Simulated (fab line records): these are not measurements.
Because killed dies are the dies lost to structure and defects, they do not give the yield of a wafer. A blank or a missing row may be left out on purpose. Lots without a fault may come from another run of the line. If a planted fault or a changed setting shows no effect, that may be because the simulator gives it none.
fab line records | flow rit-cmos
[record] lots = 14 wafers = 42 last-day = 7
route steps=202 shown M1@196
lots with no fault: from the same line, run without faults
start-h: start of the lot's first displayed wafer, in hours after the record's first day | wait-h: hours from the lot's prior step to this one | " unchanged from the row above | L1.1+2: one row covering several wafers at once | - no value, or no start given | * or withheld: withheld | < > ~ a bound
route shown NAME@n: NAME is a module with steps in the file, n the number in the route of the first one | usual: mean/standard deviation of fault-free wafers | same: alike in all rows | chamber/n: place in a boat | sites: the reading at each site | _std_site: how widely they spread, as a standard deviation | _edge_site: the outer-site mean with the inner-site mean subtracted | radius-mm: for every site, how far away it sits from the centre of the wafer | mask NAME#n: copy n | behind: tool/chamber where the wafer was last shaped | hold: why the lot was held/for how many hours/how that ended | device: transistor that didn't switch, given as n, p or np | end of line: tests of these same wafers at the route's end | a step given without rows: its recipe and nothing more | killed: dies that structure and defects cost at the first sort, which is not the same as the wafer's yield | map: shows each die of a wafer: x if killed, . if not, _ if none is there
set.NAME: the run value of the setting; set.NAME@STEP: its run value at that earlier step | model.NAME: the simulator's own value behind a step, which no gauge read
one table for each step of the route and one row for each wafer, over a sample of lots
services: when a tool's chamber went out of use (start-h, in hours from the record's first day, below 0 if earlier), for how many hours, and the reason
[[steps]]
[step RIT_M1_METAL_ETCH_12]
[recipe] stop-on = SiO2 chemistry = Cl2/BCl3 target = Al time-s = 165 over-etch-frac = 0.5 pressure-mtorr = 100 target-depth-a = 6000 rf-w = 250 Cl2_flow_sccm = 60 bcl3-flow-sccm = 50
[usual] drypump-motor-current-A = 5.6/0.47 oes-product-au = 0.775/0.016 rf-fwd-power-W = 249.0/0.7 throttle-valve-pct = 8.21/0.066
// columns lot.wafer tool chamber start-h wait-h drypump-motor-current-A oes-product-au rf-fwd-power-W rf-hours-counter-h throttle-valve-pct
L933.3 rie-metal-03 0 59.15 0.2 6.1 0.761 248.1 - 8.20
L933.4 " 1 " " 5.8 0.754 248.4 - 8.19
L933.6 " 1 " " 5.8 0.756 248.8 - 8.18
L934.2 rie-metal-01 1 64.99 0.2 5.8 0.789 248.5 2 8.26
L934.3 " 0 " " 5.4 0.771 248.9 - 8.10
L934.6 " 1 " " 5.8 0.786 248.7 - 8.26
L935.1 rie-metal-04 0 70.42 0.2 4.8 0.765 247.8 4 8.30
L935.3 " 1 " " 6.2 0.794 249.1 - 8.21
L935.6 " 1 " " 6.2 0.798 249.2 - 8.16
L936.3 rie-metal-03 1 79.18 0.2 5.8 0.764 250.0 - 8.16
L936.4 " 0 " " 6.0 0.767 249.2 - 8.20
L936.5 " 1 " " 5.8 0.763 249.7 - 8.19
L937.1 rie-metal-01 0 80.35 0.2 5.4 0.771 249.0 3 8.11
L937.2 " 1 " " 5.8 0.791 250.7 2 8.25
L937.5 " 0 " " 5.4 0.781 248.5 - 8.12
L940.1 rie-metal-01 0 96.26 0.2 5.5 0.780 249.3 3 8.10
L940.5 " 0 " " 5.4 0.771 249.3 - 8.10
L940.6 " 1 " " 5.8 0.796 249.8 - 8.24
L943.1 rie-metal-01 1 110.84 0.2 5.8 0.799 248.3 3 8.26
L943.4 " 1 " " 5.8 0.816 248.0 - 8.25
L943.6 " 1 " " 5.8 0.793 248.5 - 8.25
L946.2 rie-metal-01 0 124.29 0.2 5.4 0.772 249.6 3 8.11
L946.3 " 0 " " 5.4 0.774 247.8 - 8.12
L946.5 " 0 " " 5.4 0.768 249.4 - 8.11
L947.2 rie-metal-04 0 129.97 0.2 4.8 0.755 248.7 4 8.30
L947.3 " 0 " " 4.8 0.760 249.2 - 8.31
L947.5 " 1 " " 6.1 0.798 248.2 - 8.18
L949.1 rie-metal-01 1 143.18 0.2 5.8 0.792 348.9 3 8.25
L949.2 " 0 " " 5.4 0.760 248.8 4 8.12
L949.3 " 0 " " 5.4 0.777 248.7 - 8.11
L950.1 rie-metal-04 0 148.73 0.2 4.8 0.765 249.4 5 8.29
L950.2 " 0 " " 4.8 0.748 249.0 - 8.32
L950.4 " 0 " " 4.8 0.745 248.6 - 8.30
L951.1 rie-metal-01 0 153.76 0.2 5.4 0.769 249.1 4 8.12
L951.3 " 1 " " 5.8 0.797 348.7 - 8.25
L951.6 " 0 " " 5.4 0.766 249.9 - 8.11
L953.1 rie-metal-04 0 166.01 0.2 4.8 0.748 249.3 5 8.33
L953.2 " 1 " " 6.2 0.797 250.5 5 8.19
L953.5 " 0 " " 4.8 0.753 250.2 - 8.32
L955.1 rie-metal-03 1 173.53 0.2 5.8 0.778 249.2 0 8.20
L955.2 " 0 " " 6.0 0.782 249.4 0 8.20
L955.6 " 1 " " 5.8 0.780 247.6 - 8.18
[step RIT_M1_CD_MEAS_90]
[recipe] target-cd-nm = 2600
[usual] cd-nm = 2601/3.1
// columns lot.wafer tool chamber start-h wait-h cd-nm
L933.3 cd-sem-02 - 59.66 0.1 2605
L933.4 " - " " 2599
L933.6 " - " " 2599
L934.2 cd-sem-02 - 65.54 0.1 2599
L934.3 " - " " 2596
L934.6 " - " " 2597
L935.1 cd-sem-02 - 70.93 0.1 2600
L935.3 " - " " 2601
L935.6 " - " " 2602
L936.3 cd-sem-01 - 79.68 0.1 2596
L936.4 " - " " 2599
L936.5 " - " " 2595
L937.1 cd-sem-02 - 80.86 0.1 2603
L937.2 " - " " 2601
L937.5 " - " " 2603
L940.1 cd-sem-01 - 96.79 0.1 2598
L940.5 " - " " 2598
L940.6 " - " " 2599
L943.1 cd-sem-02 - 111.40 0.2 2599
L943.4 " - " " 2603
L943.6 " - " " 2601
L946.2 cd-sem-02 - 124.84 0.1 2598
L946.3 " - " " 2598
L946.5 " - " " 2598
L947.2 cd-sem-02 - 130.52 0.1 2602
L947.3 " - " " 2601
L947.5 " - " " 2602
L949.1 cd-sem-01 - 143.69 0.1 2578
L949.2 " - " " 2600
L949.3 " - " " 2601
L950.1 cd-sem-01 - 149.43 0.1 2599
L950.2 " - " " 2599
L950.4 " - " " 2598
L951.1 cd-sem-01 - 154.29 0.1 2604
L951.3 " - " " 2578
L951.6 " - " " 2602
L953.1 cd-sem-01 - 166.54 0.1 2600
L953.2 " - " " 2603
L953.5 " - " " 2600
L955.1 cd-sem-02 - 174.04 0.1 2601
L955.2 " - " " 2603
L955.6 " - " " 2603
[step RIT_M1_PROBE_99]
[usual] defect-limited-yield = 97.4/1.2 killed-at-contacts = 0.1/0.34 killed-at-front-end = 7/3 killed-dies = 7/3.1 killed-open = 3.4/1.9 killed-short = 3.4/2.1 sort_bin_3_pad_short = 0.1/0.2 sort_bin_5_function = 1.5/0.83 sort_bin_6_memory = 1.0/0.66 sort-n-pass = 257/3.1 sort-yield-pct = 97.4/1.2
[same] gross-dies = 264 killed_at_M0_to_M3 = 0 killed_at_M4_up = 0 killed-at-back-side = 0 killed-at-other = 0
// columns lot.wafer tool chamber start-h wait-h defect-limited-yield[%] killed-at-contacts killed-at-front-end killed-dies killed-open killed-short sort_bin_3_pad_short[%] sort_bin_5_function[%] sort_bin_6_memory[%] sort-n-pass sort-yield-pct[%]
L951.1 prober-02 - 156.03 0.1 97.7 0 6 6 4 2 0 2.3 0 258 97.7
L951.3 prober-02 - 156.13 0.2 97.7 0 6 6 3 3 0 1.1 1.1 258 97.7
L951.6 prober-02 - 156.28 0.2 97.7 0 6 6 2 4 0.4 1.1 0.8 258 97.7
// killed by level:class
L951.1 SPACER:geometric-particle:open=3 GATE:geometric-particle:short=1 SILICIDE:geometric-particle:short=1 SILICIDE:geometric-particle:open=1
L951.3 FOX1:geometric-particle:short=1 FOX1:geometric-particle:open=1 GATE:geometric-particle:open=1 REOX:geometric-particle:short=1 REOX:geometric-particle:open=1 SPACER:geometric-particle:short=1
L951.6 GATE:geometric-particle:open=2 FOX2:geometric-particle:short=1 GATE:geometric-particle:short=1 REOX:geometric-particle:short=1 SPACER:geometric-particle:short=1
[[services]]
// columns tool chamber start-h hours kind
rie-metal-01 0 50.60 9.5 repair
rie-metal-03 - 136.12 20.0 pm
rie-metal-03 0 136.12 20.0 vent-cycle
rie-metal-03 1 136.12 20.0 vent-cycle
rie-metal-04 1 142.87 8.8 repair
rie-metal-03 0 156.12 - clean
rie-metal-03 1 156.12 - clean
[[key]]
[first-sign] step = RIT_M1_METAL_ETCH_12 reading = rf-fwd-power-W direction = up sigmas = 99+ usual = 249.0 struck = 348.8
[effect] step = RIT_M1_CD_MEAS_90 reading = cd-nm direction = down sigmas = 7.2 usual = 2601 struck = 2578
met-at RIT_M1_METAL_ETCH_12
struck-lots L949,L951
struck-wafers L949.1,L951.3
onset-between 110.84 143.18
[fault] kind = process-parameter-drift tool = rie-metal-01 chamber = 1 onset-h = 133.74 steps = RIT_M1_METAL_ETCH_12 channel = rf-w offset = 100 shape = step end-h = 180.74 stated = 250
